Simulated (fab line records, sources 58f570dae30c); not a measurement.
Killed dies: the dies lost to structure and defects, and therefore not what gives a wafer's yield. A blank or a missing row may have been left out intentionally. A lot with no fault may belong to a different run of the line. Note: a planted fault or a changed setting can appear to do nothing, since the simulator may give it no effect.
Problem report in the 8D (eight disciplines) form, filled by code / flow berkeley cmos170 / the parts of the form that need people (team, actions taken, sign-off) are left out

## 1. PROBLEM STATEMENT
At UCB170_PSD_IMPLANT_08, beam energy keV averages 20.194 over 6 wafers from 2 lots, while fault-free wafers read 20.000, standard deviation 0.0067. Measured from the usual mean, that is +29 standard deviations.
Earliest sighting: wafer L598.2 on implanter-03 at day 8 08:55. The record has a number at this step for 18 wafers belonging to 6 lots. The rule behind "out" and "out of limits": a value lying over 4 standard deviations away from the usual mean. Any other wafer with a number is counted as sound.

## 2. WHAT IT IS, AND WHAT IT ISN'T
question=which readings at this step | is=beam energy keV | is not=-
question=which lots | is=L598, L599 | is not=L594, L606, L610, L611
question=which wafers of those lots | is=all that have a number | is not=-
question=read on which tools | is=implanter-03 | is not=implanter-01, implanter-02
question=when | is=from day 8 08:55 | is not=up to then (3 sound wafers); but 9 sound wafers of L606, L610, L611 came after

## 3. THE SUSPECTS, EACH WITH WHAT RULES IT OUT
Counting: a tool at a process step up to the reading stays a suspect if it ran every lot that is out and no sound lot after the first of them.
- pecvd-04 at UCB170_SPACER_CVD_00 (deposits SiO2 from TEOS/O2, target thk 376 nm, time 47 s): ruled out as a lasting fault. After its first lot that is out, L598 (day 8 03:38), sound lots L606 ran on it.
- rie diel-02 at UCB170_SPACER_ETCHBACK_03 (etches SiO2 in CHF3/CF4/Ar, stops on Si, target depth 376 nm, time 100 s): ruled out as a lasting fault. After its first lot that is out, L598 (day 8 07:14), sound lots L606, L610 ran on it.
- implanter-03 at UCB170_PSD_IMPLANT_08: kept. Every lot that is out went through it, starting with L598 (day 8 08:55), and after that it ran no sound lot; the last sound lot it ran before then is L594 (day 8 02:22). Its own readings are out on those wafers: beam energy keV.
After counting, what remains is implanter-03 at UCB170_PSD_IMPLANT_08.

## 4. THE CAUSE (what the simulator had put in)
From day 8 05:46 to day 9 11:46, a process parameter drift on implanter-03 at UCB170_PSD_IMPLANT_08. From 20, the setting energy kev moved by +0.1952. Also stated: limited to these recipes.
After counting, this tool was the only one left.

## 5. THE EFFECT CHAIN, in route order
Each row: a reading whose mean over the struck wafers that have a number lies more than 3 standard deviations from the usual. Scope: only readings with a usual standard deviation given in the record; hours: median across lots of the time from each lot's start at the first step in this table that gives one to its start at this step; sigmas: change in usual standard deviations.
hours=0; step=UCB170_PSD_IMPLANT_08; reading=beam energy keV; usual=20.000; on struck wafers=20.194; change=+0.194; sigmas=+29
It contains these process steps:
- UCB170_PSD_IMPLANT_08

## 6. WHAT WOULD HAVE CAUGHT IT SOONER
The fault began at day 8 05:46; the first out-of-limits reading in this record came at day 8 08:55, 3 hours later.
